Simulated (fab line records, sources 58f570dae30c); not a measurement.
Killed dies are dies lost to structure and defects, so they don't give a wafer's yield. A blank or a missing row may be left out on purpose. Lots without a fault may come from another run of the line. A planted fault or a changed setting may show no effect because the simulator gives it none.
A sampling plan put to the test | flow berkeley_cmos170 | one fab line, 34 faults that these records tell of, each judged on the records of the lots that it struck
The plan is the line's own looks: the steps of the route at which a gauge or an inspection reads the wafer and doesn't change it. A look can be judged if struck wafers have a number there and the file gives its usual mean and standard deviation on fault-free wafers. Caught: at a look after the fault's first step, the mean of the struck wafers lies 4 or more of those standard deviations (sigma) from the usual mean. On the tool: the same test on the tool's own readings at the fault's steps. Another recipe on the struck wafers, or a record that is blank for them alone, also counts as caught.

THE FAULTS, as the simulator had put them in
1. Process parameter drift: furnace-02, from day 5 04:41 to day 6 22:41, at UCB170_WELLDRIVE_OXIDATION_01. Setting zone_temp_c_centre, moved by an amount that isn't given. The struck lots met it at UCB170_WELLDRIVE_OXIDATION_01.
2. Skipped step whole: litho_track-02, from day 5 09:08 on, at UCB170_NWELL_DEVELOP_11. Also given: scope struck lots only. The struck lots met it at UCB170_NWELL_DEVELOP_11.
3. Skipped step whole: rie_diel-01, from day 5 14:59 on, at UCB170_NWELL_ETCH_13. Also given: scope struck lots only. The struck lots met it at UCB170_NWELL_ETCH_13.
4. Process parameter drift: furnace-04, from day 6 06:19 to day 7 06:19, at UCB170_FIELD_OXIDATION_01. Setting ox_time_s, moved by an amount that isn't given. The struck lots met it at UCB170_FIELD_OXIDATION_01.
5. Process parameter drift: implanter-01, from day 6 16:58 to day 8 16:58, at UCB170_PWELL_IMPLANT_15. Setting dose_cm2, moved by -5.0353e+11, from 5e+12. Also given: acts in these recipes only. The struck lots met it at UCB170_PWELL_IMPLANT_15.
6. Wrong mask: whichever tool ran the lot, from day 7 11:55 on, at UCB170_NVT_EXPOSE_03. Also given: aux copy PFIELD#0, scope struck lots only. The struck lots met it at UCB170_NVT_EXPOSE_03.
7. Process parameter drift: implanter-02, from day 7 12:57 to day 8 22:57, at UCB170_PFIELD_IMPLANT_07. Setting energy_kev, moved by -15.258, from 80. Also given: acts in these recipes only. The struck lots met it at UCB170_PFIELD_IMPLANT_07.
8. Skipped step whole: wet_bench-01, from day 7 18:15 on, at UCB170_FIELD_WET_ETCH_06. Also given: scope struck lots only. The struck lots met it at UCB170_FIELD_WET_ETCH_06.
9. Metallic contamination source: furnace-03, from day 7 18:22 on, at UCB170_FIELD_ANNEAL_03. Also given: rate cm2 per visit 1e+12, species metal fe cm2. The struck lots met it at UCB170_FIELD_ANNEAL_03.
10. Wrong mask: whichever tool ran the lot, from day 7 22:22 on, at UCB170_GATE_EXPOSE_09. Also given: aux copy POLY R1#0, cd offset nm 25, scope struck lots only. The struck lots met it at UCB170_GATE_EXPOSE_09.
11. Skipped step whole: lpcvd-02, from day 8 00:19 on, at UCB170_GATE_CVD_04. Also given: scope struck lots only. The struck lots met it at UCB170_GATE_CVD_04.
12. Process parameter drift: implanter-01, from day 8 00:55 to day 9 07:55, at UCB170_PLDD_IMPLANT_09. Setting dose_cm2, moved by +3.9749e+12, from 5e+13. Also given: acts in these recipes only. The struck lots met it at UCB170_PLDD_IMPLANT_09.
13. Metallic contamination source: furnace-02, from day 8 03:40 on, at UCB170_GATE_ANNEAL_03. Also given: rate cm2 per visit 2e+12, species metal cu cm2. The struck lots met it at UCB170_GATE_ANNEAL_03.
14. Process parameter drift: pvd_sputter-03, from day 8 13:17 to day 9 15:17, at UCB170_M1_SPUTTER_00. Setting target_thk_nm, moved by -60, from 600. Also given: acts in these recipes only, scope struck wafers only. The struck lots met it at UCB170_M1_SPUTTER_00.
15. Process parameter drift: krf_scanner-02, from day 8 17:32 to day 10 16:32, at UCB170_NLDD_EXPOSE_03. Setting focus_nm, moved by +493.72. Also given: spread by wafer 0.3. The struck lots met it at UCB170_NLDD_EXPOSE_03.
16. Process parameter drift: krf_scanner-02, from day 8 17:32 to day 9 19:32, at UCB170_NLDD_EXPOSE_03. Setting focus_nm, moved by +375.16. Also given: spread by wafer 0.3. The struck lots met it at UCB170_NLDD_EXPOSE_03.
17. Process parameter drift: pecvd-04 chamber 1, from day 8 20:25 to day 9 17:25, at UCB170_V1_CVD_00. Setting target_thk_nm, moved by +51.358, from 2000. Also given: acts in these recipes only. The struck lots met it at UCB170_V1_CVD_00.
18. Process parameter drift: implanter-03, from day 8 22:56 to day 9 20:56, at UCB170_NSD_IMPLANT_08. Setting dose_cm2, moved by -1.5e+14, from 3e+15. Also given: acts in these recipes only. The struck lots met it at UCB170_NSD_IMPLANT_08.
19. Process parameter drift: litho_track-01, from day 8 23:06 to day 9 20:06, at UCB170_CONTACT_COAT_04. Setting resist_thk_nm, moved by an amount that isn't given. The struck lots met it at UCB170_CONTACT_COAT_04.
20. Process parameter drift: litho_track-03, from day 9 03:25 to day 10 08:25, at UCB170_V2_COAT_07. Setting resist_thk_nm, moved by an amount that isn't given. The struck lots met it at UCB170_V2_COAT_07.
21. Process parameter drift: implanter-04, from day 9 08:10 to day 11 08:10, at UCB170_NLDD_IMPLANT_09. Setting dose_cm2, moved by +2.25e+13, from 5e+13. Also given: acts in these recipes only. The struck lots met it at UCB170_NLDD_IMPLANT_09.
22. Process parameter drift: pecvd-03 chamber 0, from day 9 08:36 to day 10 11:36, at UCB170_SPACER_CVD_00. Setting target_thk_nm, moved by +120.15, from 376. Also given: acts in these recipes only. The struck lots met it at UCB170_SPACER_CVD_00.
23. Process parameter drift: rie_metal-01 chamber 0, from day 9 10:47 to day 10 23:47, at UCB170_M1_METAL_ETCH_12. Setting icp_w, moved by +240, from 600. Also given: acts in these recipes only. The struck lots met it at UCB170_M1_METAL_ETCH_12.
24. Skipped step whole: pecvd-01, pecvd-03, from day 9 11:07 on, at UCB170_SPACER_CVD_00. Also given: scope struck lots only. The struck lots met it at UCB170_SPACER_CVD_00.
25. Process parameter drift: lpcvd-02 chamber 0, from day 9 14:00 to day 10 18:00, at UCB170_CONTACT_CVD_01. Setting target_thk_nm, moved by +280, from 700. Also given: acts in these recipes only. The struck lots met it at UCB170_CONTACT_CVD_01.
26. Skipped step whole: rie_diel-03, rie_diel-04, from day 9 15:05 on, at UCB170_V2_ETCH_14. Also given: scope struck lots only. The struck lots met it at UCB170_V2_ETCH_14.
27. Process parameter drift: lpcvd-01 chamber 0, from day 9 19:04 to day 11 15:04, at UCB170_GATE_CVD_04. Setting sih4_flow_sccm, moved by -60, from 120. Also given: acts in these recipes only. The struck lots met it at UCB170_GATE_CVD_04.
28. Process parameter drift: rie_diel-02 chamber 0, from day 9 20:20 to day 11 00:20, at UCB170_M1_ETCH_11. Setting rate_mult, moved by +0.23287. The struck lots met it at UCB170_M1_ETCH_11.
29. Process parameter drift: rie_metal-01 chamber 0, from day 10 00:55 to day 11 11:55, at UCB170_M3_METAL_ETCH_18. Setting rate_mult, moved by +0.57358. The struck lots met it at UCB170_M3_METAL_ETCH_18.
30. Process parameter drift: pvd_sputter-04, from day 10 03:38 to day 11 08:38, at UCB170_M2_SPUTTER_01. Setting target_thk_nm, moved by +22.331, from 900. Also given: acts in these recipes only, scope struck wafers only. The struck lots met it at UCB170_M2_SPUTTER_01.
31. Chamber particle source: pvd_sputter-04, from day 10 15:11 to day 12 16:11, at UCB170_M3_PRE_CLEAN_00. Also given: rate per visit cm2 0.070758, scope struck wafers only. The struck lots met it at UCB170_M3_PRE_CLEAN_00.
32. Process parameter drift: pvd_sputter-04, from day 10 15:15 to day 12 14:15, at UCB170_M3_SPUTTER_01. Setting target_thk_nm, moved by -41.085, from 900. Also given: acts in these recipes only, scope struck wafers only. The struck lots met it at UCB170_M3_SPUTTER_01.
33. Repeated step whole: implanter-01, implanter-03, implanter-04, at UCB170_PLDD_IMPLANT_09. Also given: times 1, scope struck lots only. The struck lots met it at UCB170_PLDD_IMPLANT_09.
34. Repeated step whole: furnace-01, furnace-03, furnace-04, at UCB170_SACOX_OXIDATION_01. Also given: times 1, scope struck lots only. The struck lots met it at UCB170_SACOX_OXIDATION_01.

WHAT THE PLAN SAW
fault | on the tool itself                               | first look that catches it                      | reading, sigma                                                       | median hours from its first step to that look | hours from the fault's start to the first struck lot there | judged looks passed uncaught
1     | spike_tc_centre_C +25 sigma                      | none of the 2 looks that can be judged after it | strongest: WELLDRIVE_OXIDE_THK at UCB170_WELLDRIVE_THK_MEAS_02, +3.9 | -                                             | -                                                          | 2
2     | no reading that can be judged                    | no look after it can be judged                  | -                                                                    | -                                             | -                                                          | 0
3     | the tool's record is blank for the struck wafers | no look after it can be judged                  | -                                                                    | -                                             | -                                                          | 0
4     | under 2 sigma                                    | UCB170_FIELD_THK_MEAS_02                        | FIELD_OXIDE_THK +8.5                                                 | 3.0                                           | 1                                                          | 0
5     | dose_ions_cm2 -89 sigma                          | UCB170_PWELL_TW_MEAS_17                         | PWELL_TW -4.8                                                        | 0.2                                           | 4                                                          | 0
6     | no reading that can be judged                    | UCB170_NVT_TW_MEAS_09                           | NVT_TW -99 or beyond                                                 | 0.7                                           | 4                                                          | 0
7     | beam_energy_keV -99 or beyond sigma              | UCB170_PFIELD_TW_MEAS_09                        | PFIELD_TW -4.4                                                       | 0.2                                           | 6                                                          | 0
8     | the tool's record is blank for the struck wafers | UCB170_FIELD_THK_MEAS_90                        | FIELD_OXIDE_LEFT_1_THK +4.0                                          | 0.0                                           | 4                                                          | 0
9     | no reading that can be judged                    | none of the 6 looks that can be judged after it | -                                                                    | -                                             | -                                                          | 6
10    | no reading that can be judged                    | UCB170_GATE_CD_MEAS_12                          | cd_nm +16                                                            | 0.6                                           | 1                                                          | 0
11    | the tool's record is blank for the struck wafers | no look after it can be judged                  | -                                                                    | -                                             | -                                                          | 0
12    | dose_ions_cm2 +75 sigma                          | UCB170_SDANNEAL_RS_MEAS_04                      | PLDD_RS -12                                                          | 12.0                                          | 13                                                         | 1
13    | under 2 sigma                                    | none of the 7 looks that can be judged after it | -                                                                    | -                                             | -                                                          | 7
14    | under 2 sigma                                    | UCB170_M1_RS_MEAS_01                            | M1_AL_RS +10                                                         | 0.1                                           | 6                                                          | 0
15    | no reading that can be judged                    | UCB170_NLDD_CD_MEAS_06                          | cd_nm +10                                                            | 0.5                                           | 6                                                          | 0
16    | no reading that can be judged                    | UCB170_NLDD_CD_MEAS_06                          | cd_nm +9.9                                                           | 0.6                                           | 6                                                          | 0
17    | under 2 sigma                                    | not the one look that can be judged after it    | -                                                                    | -                                             | -                                                          | 1
18    | dose_ions_cm2 -43 sigma                          | UCB170_SDANNEAL_RS_MEAS_03                      | NSD_RS +11                                                           | 1.7                                           | 12                                                         | 0
19    | no reading that can be judged                    | no look after it can be judged                  | -                                                                    | -                                             | -                                                          | 0
20    | no reading that can be judged                    | no look after it can be judged                  | -                                                                    | -                                             | -                                                          | 0
21    | dose_ions_cm2 +99 or beyond sigma                | UCB170_NLDD_TW_MEAS_11                          | NLDD_TW +9.6                                                         | 0.2                                           | 8                                                          | 0
22    | under 2 sigma                                    | UCB170_SPACER_THK_MEAS_01                       | SPACER_TEOS_THK +19                                                  | 0.0                                           | 23                                                         | 0
23    | rf_fwd_power_W +99 or beyond sigma               | UCB170_M1_CD_MEAS_90                            | cd_nm -5.2                                                           | 0.2                                           | 11                                                         | 0
24    | the tool's record is blank for the struck wafers | no look after it can be judged                  | -                                                                    | -                                             | -                                                          | 0
25    | under 2 sigma                                    | UCB170_CONTACT_THK_MEAS_02                      | CONTACT_PSG_THK +43                                                  | 1.8                                           | 4                                                          | 0
26    | the tool's record is blank for the struck wafers | no look after it can be judged                  | -                                                                    | -                                             | -                                                          | 0
27    | sih4_flow_sccm -99 or beyond sigma               | UCB170_GATE_THK_MEAS_05                         | GATE_POLY_THK -57                                                    | 1.4                                           | 12                                                         | 0
28    | oes_product_au +7.0 sigma                        | no look after it can be judged                  | -                                                                    | -                                             | -                                                          | 0
29    | under 2 sigma                                    | UCB170_M3_CD_MEAS_90                            | cd_nm -9.0                                                           | 0.3                                           | 10                                                         | 0
30    | under 2 sigma                                    | none of the 4 looks that can be judged after it | -                                                                    | -                                             | -                                                          | 4
31    | no reading that can be judged                    | not the one look that can be judged after it    | -                                                                    | -                                             | -                                                          | 1
32    | under 2 sigma                                    | UCB170_M3_RS_MEAS_02                            | M3_AL_RS +5.9                                                        | 0.1                                           | 7                                                          | 0
33    | under 2 sigma                                    | UCB170_PLDD_TW_MEAS_11                          | PLDD_TW +22                                                          | 0.7                                           | -                                                          | 0
34    | under 2 sigma                                    | UCB170_SACOX_THK_MEAS_02                        | SACOX_OXIDE_THK +34                                                  | 4.4                                           | -                                                          | 0
A dash: the fault isn't caught, or these records don't give the number.

Caught at a look: 20 of 34. Caught on the tool: 14 of 34. By one or the other: 26 of 34.
Caught on the tool alone: faults 1, 3, 11, 24, 26, 28.
Caught at a look alone: faults 4, 6, 10, 14, 15, 16, 22, 25, 29, 32, 33, 34.
Caught by neither: faults 2, 9, 13, 17, 19, 20, 30, 31.

THINNER SAMPLING
If the look that catches a fault measured only every second or every third lot, by lot number, the first struck lot would be measured this late in the worst case:
fault | struck lots at that look, in order of time | every lot | every second lot | every third lot
4     | L570, L571, L572, L573                     | 1 h       | 1 h              | 5 h
5     | L471, L473                                 | 4 h       | may miss all 2   | may miss all 2
6     | L506                                       | 4 h       | may miss it      | may miss it
7     | L275, L280                                 | 6 h       | 29 h             | may miss all 2
8     | L789, L788                                 | 4 h       | 4 h              | may miss all 2
10    | L109                                       | 1 h       | may miss it      | may miss it
12    | L841, L847                                 | 13 h      | may miss all 2   | may miss all 2
14    | L590, L593, L594                           | 6 h       | 9 h              | may miss all 3
15    | L760, L761                                 | 6 h       | 6 h              | may miss all 2
16    | L282                                       | 6 h       | may miss it      | may miss it
18    | L619, L621                                 | 12 h      | may miss all 2   | may miss all 2
21    | L803, L805                                 | 8 h       | may miss all 2   | may miss all 2
22    | L888                                       | 23 h      | may miss it      | may miss it
23    | L572, L574                                 | 11 h      | may miss all 2   | may miss all 2
25    | L976, L975                                 | 4 h       | 4 h              | may miss all 2
27    | L563                                       | 12 h      | may miss it      | may miss it
29    | L976, L979                                 | 10 h      | 23 h             | may miss all 2
32    | L249, L250                                 | 7 h       | 20 h             | may miss all 2
Hours are from the fault's start to the first struck lot that is measured. The limit of 4 sigma was tested on all struck wafers together, so one lot alone may lie under it. Other struck lots may not be in these records.

THE LONGEST TIMED WAY FROM STEP TO LOOK
Fault 12: a median of 12.0 hours passes between UCB170_PLDD_IMPLANT_09 and UCB170_SDANNEAL_RS_MEAS_04. The look between them that can be judged stayed within 4 sigma: UCB170_PLDD_TW_MEAS_11.
